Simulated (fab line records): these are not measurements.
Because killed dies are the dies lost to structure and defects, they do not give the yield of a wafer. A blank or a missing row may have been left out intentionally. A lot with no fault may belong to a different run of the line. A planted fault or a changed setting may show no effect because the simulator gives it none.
Code-filled problem report in 8D (eight disciplines) form / flow berkeley-cmos170 / the parts of the form that need people (team, actions taken, sign-off) are left out

1. THE PROBLEM
cd-nm at UCB170_CONTACT_CD_MEAS_15 reads a mean of 718.5 nm on 6 wafers of 2 lots; wafers without a fault read 700.5 nm with a standard deviation of 1.5. Measured from the usual mean, that is +12 standard deviations.
The step: target cd 700 nm.
Earliest sighting: wafer L291.2 on cd-sem-02 at day 9 18:18. The record holds 42 wafers of 14 lots with a number at this step. Rule for "out", or "out of limits": more than 4 standard deviations from the usual mean. The rest of the wafers with a number are treated as sound.

2. WHAT IT IS; WHAT IT IS NOT
question=which readings at this step | is=cd-nm | is not=-
question=which lots | is=L290, L291 | is not=L283, L285, L286, L288, L289, L292, L300, L301, L302, L304, L305, L306
question=which wafers of those lots | is=all that have a number | is not=-
question=read on which gauges | is=cd-sem-02 | is not=cd-sem-01
question=when | is=from day 9 18:18 | is not=up to then (15 sound wafers); but 21 sound wafers of L292, L300, L301, L302, L304, L305, L306 came after

3. WHAT RULES OUT EACH SUSPECT
Counting: a tool stays on the suspect list if, at a process step up to the reading, it processed all lots that are out and no sound lot following the first of them.
- the gauge at UCB170_CONTACT_CD_MEAS_15: kept. All the wafers that are out were read on cd-sem-02, and no step on other tools shows them out.
- rtp-anneal-01 at UCB170_CONTACT_RTA_08 (time 10 s): ruled out as a lasting fault. Sound lots L301, L300, L305 ran on it after its first lot that is out, L291 (day 9 15:29).
- krf-scanner-01 at UCB170_CONTACT_EXPOSE_12 (exposes mask CONT, target cd 700 nm): kept. Every lot that is out went through it, starting with L291 (day 9 16:59), and after that it ran no sound lot; the last sound lot it ran before then is L285 (day 8 23:58).
After counting, krf-scanner-01 at UCB170_CONTACT_EXPOSE_12 and cd-sem-02 at UCB170_CONTACT_CD_MEAS_15 remain.

4. THE CAUSE (what the simulator had put in)
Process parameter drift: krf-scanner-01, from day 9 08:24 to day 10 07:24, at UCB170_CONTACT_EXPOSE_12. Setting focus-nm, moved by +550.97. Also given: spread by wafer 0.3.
Of the 2 suspects that counting leaves, this tool is one.

5. THE CHAIN OF EFFECTS, in route order
Each row: a reading whose mean over the struck wafers that have a number lies more than 3 standard deviations from the usual. Only readings whose record carries a usual standard deviation are examined. hours: median over the lots of the time between each lot's start at the first step of this table that gives one and its start at this step. sigmas: the change, counted in usual standard deviations.
hours=0; step=UCB170_CONTACT_CD_MEAS_15; reading=cd-nm; usual=700.5 nm; on struck wafers=718.5; change=+18.0; sigmas=+12

6. HOW IT WOULD HAVE BEEN CAUGHT EARLIER
Counted from the fault's start at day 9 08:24, it took 10 hours until the first out-of-limits reading at a measuring or inspecting step in this record, taken at day 9 18:18.
Of the tool readings at UCB170_CONTACT_EXPOSE_12 for which the record gives a usual standard deviation, none was out on any struck wafer, so an alarm limit of 4 standard deviations on them would not have fired.
The start of UCB170_CONTACT_EXPOSE_12 on krf-scanner-01 came by day 9 18:18 for every one of the lots that are out (2). None of them would have been spared by holding the tool at that moment.
